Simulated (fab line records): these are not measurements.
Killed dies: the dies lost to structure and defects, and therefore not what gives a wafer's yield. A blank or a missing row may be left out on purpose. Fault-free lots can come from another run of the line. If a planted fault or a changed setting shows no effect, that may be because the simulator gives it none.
Which tool was responsible? :: flow berkeleyCmos170 :: 16 lots with 48 wafers sampled at 4 steps, on a route of 331 steps

## WHAT THE GAUGES SHOWED, per wafer
UCB170_NWELL_THK_MEAS_05. Usual: for NWELL_NITRIDE_THK the level is 224.4 nm and the standard deviation is 1.9.
lot: L173
measured: day 2 01:59
on: filmMetro-02
NWELL_NITRIDE_THK (nm): 223.8 223.2 225.2
flag: 

lot: L174
measured: day 2 10:39
on: filmMetro-02
NWELL_NITRIDE_THK (nm): 219.7 222.7 221.5
flag: 

lot: L175
measured: day 2 20:28
on: filmMetro-03
NWELL_NITRIDE_THK (nm): 225.2 223.5 225.1
flag: 

lot: L176
measured: day 2 23:51
on: filmMetro-04
NWELL_NITRIDE_THK (nm): 223.3 225.4 224.4
flag: 

lot: L177
measured: day 2 23:51
on: filmMetro-02
NWELL_NITRIDE_THK (nm): 222.3 220.4 222.1
flag: 

lot: L178
measured: day 3 10:29
on: filmMetro-02
NWELL_NITRIDE_THK (nm): 224.6 227.0 224.9
flag: 

lot: L179
measured: day 3 14:32
on: filmMetro-02
NWELL_NITRIDE_THK (nm): 223.2 224.4 221.0
flag: 

lot: L180
measured: day 3 14:32
on: filmMetro-04
NWELL_NITRIDE_THK (nm): 223.9 222.8 223.7
flag: 

lot: L181
measured: day 3 18:36
on: filmMetro-03
NWELL_NITRIDE_THK (nm): 222.2 222.0 224.5
flag: 

lot: L182
measured: day 3 23:30
on: filmMetro-02
NWELL_NITRIDE_THK (nm): 225.8 223.3 223.6
flag: 

lot: L183
measured: day 4 04:07
on: filmMetro-04
NWELL_NITRIDE_THK (nm): 222.7 223.4 220.6
flag: 

lot: L184
measured: day 4 12:03
on: filmMetro-03
NWELL_NITRIDE_THK (nm): 256.4 258.8 258.7 256.5 258.7 258.7
flag: OFF

lot: L185
measured: day 4 16:48
on: filmMetro-04
NWELL_NITRIDE_THK (nm): 259.3 257.9 257.2 259.2 257.5 257.1
flag: OFF

lot: L186
measured: day 5 00:54
on: filmMetro-03
NWELL_NITRIDE_THK (nm): 257.4 256.4 257.2 257.3 256.8 257.2
flag: OFF

lot: L187
measured: day 5 00:54
on: filmMetro-04
NWELL_NITRIDE_THK (nm): 255.7 257.5 258.1 255.8 257.8 258.2
flag: OFF

lot: L195
measured: day 6 19:41
on: filmMetro-03
NWELL_NITRIDE_THK (nm): 222.9 224.1 222.5
flag: 

UCB170_PWELL_THK_MEAS_03. Usual: for PWELL_OXIDE_THK the level is 25.7 nm and the standard deviation is 0.46.
lot: L173
measured: day 2 12:07
on: filmMetro-03
PWELL_OXIDE_THK (nm): 25.1 25.3 25.4
flag: 

lot: L174
measured: day 3 00:04
on: filmMetro-02
PWELL_OXIDE_THK (nm): 24.9 25.1 25.2
flag: 

lot: L175
measured: day 3 09:46
on: filmMetro-03
PWELL_OXIDE_THK (nm): 25.8 25.7 25.7
flag: 

lot: L176
measured: day 3 09:46
on: filmMetro-02
PWELL_OXIDE_THK (nm): 25.7 25.5 26.0
flag: 

lot: L177
measured: day 3 09:46
on: filmMetro-01
PWELL_OXIDE_THK (nm): 25.5 25.3 25.7
flag: 

lot: L178
measured: day 3 19:14
on: filmMetro-01
PWELL_OXIDE_THK (nm): 25.3 25.1 25.3
flag: 

lot: L179
measured: day 4 00:16
on: filmMetro-02
PWELL_OXIDE_THK (nm): 25.4 24.9 24.9
flag: 

lot: L180
measured: day 4 00:16
on: filmMetro-03
PWELL_OXIDE_THK (nm): 25.8 26.1 25.4
flag: 

lot: L181
measured: day 4 04:47
on: filmMetro-02
PWELL_OXIDE_THK (nm): 26.0 25.8 26.2
flag: 

lot: L182
measured: day 4 07:41
on: filmMetro-01
PWELL_OXIDE_THK (nm): 26.4 26.2 26.1
flag: 

lot: L183
measured: day 4 14:05
on: filmMetro-02
PWELL_OXIDE_THK (nm): 26.2 25.7 26.1
flag: 

lot: L195
measured: day 7 05:31
on: filmMetro-01
PWELL_OXIDE_THK (nm): 26.2 26.0 26.3
flag: 

## WHAT TOOL EACH LOT RAN ON (gives the tool, then ch and the chambers of the sampled wafers, and finally the start)
lot: L173
UCB170_NWELL_CVD_04: lpcvd-01 ch 1, day 2 00:04
UCB170_NWELL_ETCH_13: rieDiel-01 ch 1,2, day 2 03:08

lot: L174
UCB170_NWELL_CVD_04: lpcvd-02 ch 1, day 2 08:43
UCB170_NWELL_ETCH_13: rieDiel-01 ch 0,1, day 2 11:42

lot: L175
UCB170_NWELL_CVD_04: lpcvd-01 ch 1, day 2 18:32
UCB170_NWELL_ETCH_13: rieDiel-02 ch 0,2,3, day 2 22:13

lot: L176
UCB170_NWELL_CVD_04: lpcvd-02 ch 0, day 2 21:55
UCB170_NWELL_ETCH_13: rieDiel-04 ch 1,2, day 3 00:47

lot: L177
UCB170_NWELL_CVD_04: lpcvd-02 ch 0, day 2 21:55
UCB170_NWELL_ETCH_13: rieDiel-01 ch 0,2,3, day 3 01:02

lot: L178
UCB170_NWELL_CVD_04: lpcvd-01 ch 0, day 3 08:34
UCB170_NWELL_ETCH_13: rieDiel-04 ch 1,2,3, day 3 11:27

lot: L179
UCB170_NWELL_CVD_04: lpcvd-01 ch 1, day 3 12:37
UCB170_NWELL_ETCH_13: rieDiel-02 ch 0,3, day 3 15:45

lot: L180
UCB170_NWELL_CVD_04: lpcvd-01 ch 1, day 3 12:37
UCB170_NWELL_ETCH_13: rieDiel-04 ch 0,1,3, day 3 16:16

lot: L181
UCB170_NWELL_CVD_04: lpcvd-02 ch 0, day 3 16:38
UCB170_NWELL_ETCH_13: rieDiel-04 ch 1,3, day 3 19:31

lot: L182
UCB170_NWELL_CVD_04: lpcvd-02 ch 1, day 3 21:34
UCB170_NWELL_ETCH_13: rieDiel-02 ch 1,2,3, day 4 00:50

lot: L183
UCB170_NWELL_CVD_04: lpcvd-01 ch 0, day 4 02:10
UCB170_NWELL_ETCH_13: rieDiel-04 ch 0,1,3, day 4 05:10

lot: L184
UCB170_NWELL_CVD_04: lpcvd-01 ch 0, day 4 10:07
UCB170_NWELL_ETCH_13: rieDiel-02 ch 0,1,2, day 4 17:10

lot: L185
UCB170_NWELL_CVD_04: lpcvd-01 ch 0, day 4 14:52
UCB170_NWELL_ETCH_13: rieDiel-04 ch 0,2,3, day 4 22:34

lot: L186
UCB170_NWELL_CVD_04: lpcvd-01 ch 0, day 4 22:57
UCB170_NWELL_ETCH_13: rieDiel-02 ch 0,1, day 5 07:18

lot: L187
UCB170_NWELL_CVD_04: lpcvd-01 ch 1, day 4 22:57
UCB170_NWELL_ETCH_13: rieDiel-01 ch 2,3, day 5 05:23

lot: L195
UCB170_NWELL_CVD_04: lpcvd-02 ch 0, day 6 17:44
UCB170_NWELL_ETCH_13: rieDiel-04 ch 1,3, day 6 20:44
- UCB170_NWELL_CVD_04: deposits Si3N4 from SiH2Cl2/NH3, target thk 224 nm, time 3360 s.
- UCB170_NWELL_ETCH_13: etches Si3N4 in CH3F/Ar/O2, stops on SiO2, target depth 246.4 nm, time 154 s.

## WHAT THE TOOLS THEMSELVES READ (means of the sampled wafers that have a number; where no wafer has one, the mark that the record gives instead)
UCB170_NWELL_CVD_04. Usual: nh3FlowSccm 74.98 sccm, standard deviation 0.25; spikeTcSourceC 822 C, standard deviation 3; zonePowerLoadPct 20.5 %, standard deviation 1; zonePowerSourcePct 20.8 %, standard deviation 0.94.
lot: L173
tool: lpcvd-01
nh3FlowSccm (sccm): 74.69
spikeTcSourceC (C): 819
zonePowerLoadPct (%): 19.4
zonePowerSourcePct (%): 21.2
flag: 

lot: L174
tool: lpcvd-02
nh3FlowSccm (sccm): 75.01
spikeTcSourceC (C): 823
zonePowerLoadPct (%): 20.3
zonePowerSourcePct (%): 21.1
flag: 

lot: L175
tool: lpcvd-01
nh3FlowSccm (sccm): 75.11
spikeTcSourceC (C): 819
zonePowerLoadPct (%): 19.5
zonePowerSourcePct (%): 21.1
flag: 

lot: L176
tool: lpcvd-02
nh3FlowSccm (sccm): 75.11
spikeTcSourceC (C): 820
zonePowerLoadPct (%): 22.1
zonePowerSourcePct (%): 22.4
flag: 

lot: L177
tool: lpcvd-02
nh3FlowSccm (sccm): 75.05
spikeTcSourceC (C): 819
zonePowerLoadPct (%): 22.3
zonePowerSourcePct (%): 22.3
flag: 

lot: L178
tool: lpcvd-01
nh3FlowSccm (sccm): 75.23
spikeTcSourceC (C): 827
zonePowerLoadPct (%): 20.8
zonePowerSourcePct (%): 20.1
flag: 

lot: L179
tool: lpcvd-01
nh3FlowSccm (sccm): 74.95
spikeTcSourceC (C): 820
zonePowerLoadPct (%): 19.5
zonePowerSourcePct (%): 21.0
flag: 

lot: L180
tool: lpcvd-01
nh3FlowSccm (sccm): 75.13
spikeTcSourceC (C): 819
zonePowerLoadPct (%): 19.5
zonePowerSourcePct (%): 21.2
flag: 

lot: L181
tool: lpcvd-02
nh3FlowSccm (sccm): 74.98
spikeTcSourceC (C): 819
zonePowerLoadPct (%): 22.3
zonePowerSourcePct (%): 22.5
flag: 

lot: L182
tool: lpcvd-02
nh3FlowSccm (sccm): 75.29
spikeTcSourceC (C): 823
zonePowerLoadPct (%): 20.2
zonePowerSourcePct (%): 20.8
flag: 

lot: L183
tool: lpcvd-01
nh3FlowSccm (sccm): 74.82
spikeTcSourceC (C): 825
zonePowerLoadPct (%): 20.7
zonePowerSourcePct (%): 19.9
flag: 

lot: L184
tool: lpcvd-01
nh3FlowSccm (sccm): 90.05
spikeTcSourceC (C): 826
zonePowerLoadPct (%): 20.9
zonePowerSourcePct (%): 19.7
flag: OFF

lot: L185
tool: lpcvd-01
nh3FlowSccm (sccm): 90.15
spikeTcSourceC (C): 827
zonePowerLoadPct (%): 20.7
zonePowerSourcePct (%): 19.7
flag: OFF

lot: L186
tool: lpcvd-01
nh3FlowSccm (sccm): 89.91
spikeTcSourceC (C): 825
zonePowerLoadPct (%): 20.8
zonePowerSourcePct (%): 19.8
flag: OFF

lot: L187
tool: lpcvd-01
nh3FlowSccm (sccm): 89.60
spikeTcSourceC (C): 819
zonePowerLoadPct (%): 19.4
zonePowerSourcePct (%): 21.0
flag: OFF

lot: L195
tool: lpcvd-02
nh3FlowSccm (sccm): 74.95
spikeTcSourceC (C): 820
zonePowerLoadPct (%): 22.3
zonePowerSourcePct (%): 22.5
flag: 

UCB170_NWELL_ETCH_13. Usual: chamberPressureMTorr 49.99 mTorr, standard deviation 0.047; drypumpMotorCurrentA 6.0 A, standard deviation 0.45; oesProductAu 0.939 a.u., standard deviation 0.013; throttleValvePct 8.01 %, standard deviation 0.13.
lot: L173
tool: rieDiel-01
chamberPressureMTorr (mTorr): 49.96
drypumpMotorCurrentA (A): 6.0
oesProductAu (a.u.): 0.942
throttleValvePct (%): 7.97
flag: 

lot: L174
tool: rieDiel-01
chamberPressureMTorr (mTorr): 49.98
drypumpMotorCurrentA (A): 5.7
oesProductAu (a.u.): 0.926
throttleValvePct (%): 8.17
flag: 

lot: L175
tool: rieDiel-02
chamberPressureMTorr (mTorr): 49.96
drypumpMotorCurrentA (A): 6.0
oesProductAu (a.u.): 0.931
throttleValvePct (%): 8.01
flag: 

lot: L176
tool: rieDiel-04
chamberPressureMTorr (mTorr): 50.00
drypumpMotorCurrentA (A): 5.8
oesProductAu (a.u.): 0.943
throttleValvePct (%): 7.98
flag: 

lot: L177
tool: rieDiel-01
chamberPressureMTorr (mTorr): 49.99
drypumpMotorCurrentA (A): 6.2
oesProductAu (a.u.): 0.926
throttleValvePct (%): 8.07
flag: 

lot: L178
tool: rieDiel-04
chamberPressureMTorr (mTorr): 49.95
drypumpMotorCurrentA (A): 5.7
oesProductAu (a.u.): 0.940
throttleValvePct (%): 7.98
flag: 

lot: L179
tool: rieDiel-02
chamberPressureMTorr (mTorr): 50.05
drypumpMotorCurrentA (A): 6.3
oesProductAu (a.u.): 0.934
throttleValvePct (%): 7.94
flag: 

lot: L180
tool: rieDiel-04
chamberPressureMTorr (mTorr): 50.00
drypumpMotorCurrentA (A): 5.9
oesProductAu (a.u.): 0.938
throttleValvePct (%): 8.08
flag: 

lot: L181
tool: rieDiel-04
chamberPressureMTorr (mTorr): 50.03
drypumpMotorCurrentA (A): 5.5
oesProductAu (a.u.): 0.941
throttleValvePct (%): 8.00
flag: 

lot: L182
tool: rieDiel-02
chamberPressureMTorr (mTorr): 49.96
drypumpMotorCurrentA (A): 6.0
oesProductAu (a.u.): 0.922
throttleValvePct (%): 7.99
flag: 

lot: L183
tool: rieDiel-04
chamberPressureMTorr (mTorr): 49.96
drypumpMotorCurrentA (A): 5.9
oesProductAu (a.u.): 0.936
throttleValvePct (%): 8.08
flag: 

lot: L184
tool: rieDiel-02
chamberPressureMTorr (mTorr): 49.95
drypumpMotorCurrentA (A): 6.2
oesProductAu (a.u.): 0.987
throttleValvePct (%): 8.05
flag: OFF

lot: L185
tool: rieDiel-04
chamberPressureMTorr (mTorr): 49.99
drypumpMotorCurrentA (A): 6.1
oesProductAu (a.u.): 0.998
throttleValvePct (%): 8.00
flag: OFF

lot: L186
tool: rieDiel-02
chamberPressureMTorr (mTorr): 50.05
drypumpMotorCurrentA (A): 6.4
oesProductAu (a.u.): 1.003
throttleValvePct (%): 7.96
flag: OFF

lot: L187
tool: rieDiel-01
chamberPressureMTorr (mTorr): 50.02
drypumpMotorCurrentA (A): 6.5
oesProductAu (a.u.): 0.997
throttleValvePct (%): 7.96
flag: OFF

lot: L195
tool: rieDiel-04
chamberPressureMTorr (mTorr): 49.98
drypumpMotorCurrentA (A): 5.5
oesProductAu (a.u.): 0.936
throttleValvePct (%): 7.99
flag: 

## THE ANSWER, worked out from the rows above alone
Rule: lot off if the mean of its wafers having a number is beyond 3 standard deviations from the usual mean. Also off: a lot with no number at a reading for which 4 or more lots have one. Any other lot the step has rows for is counted as sound. The gauges are gone through in route order, then the tools' own readings, and for those a lot's mean is taken as printed above. At the first step where some lot is off, the reading lying furthest off is the one used; lots without a number count as furthest.
Off: L184, L185, L186, L187, seen at UCB170_NWELL_THK_MEAS_05 (NWELL_NITRIDE_THK).
If a tool, at a process step before that reading, ran all the lots that are off and no sound lot after the first of them, it fits. Not tried: the gauges at UCB170_NWELL_THK_MEAS_05; whatever is off there is also off at UCB170_NWELL_CVD_04, on other tools, and gauge error can't account for it. One fits: lpcvd-01 at UCB170_NWELL_CVD_04. Its last sound lot is L183 (day 4 02:10), its first lot that is off L184 (day 4 10:07): a fault that began between those two fits.
The tool's own readings at UCB170_NWELL_CVD_04 bear it out: on the lots that are off they differ by more than 5 times the standard deviation of the sound lots' means. nh3FlowSccm reads 89.93 sccm there against 75.03 sccm on the sound lots.

## WHAT THE SIMULATOR PUT IN
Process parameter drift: lpcvd-01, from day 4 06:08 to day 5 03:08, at UCB170_NWELL_CVD_04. The setting nh3FlowSccm was moved by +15, starting from 75. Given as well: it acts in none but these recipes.
Lots struck among those shown: L184, L185, L186, L187. This agrees with what the rule above found.
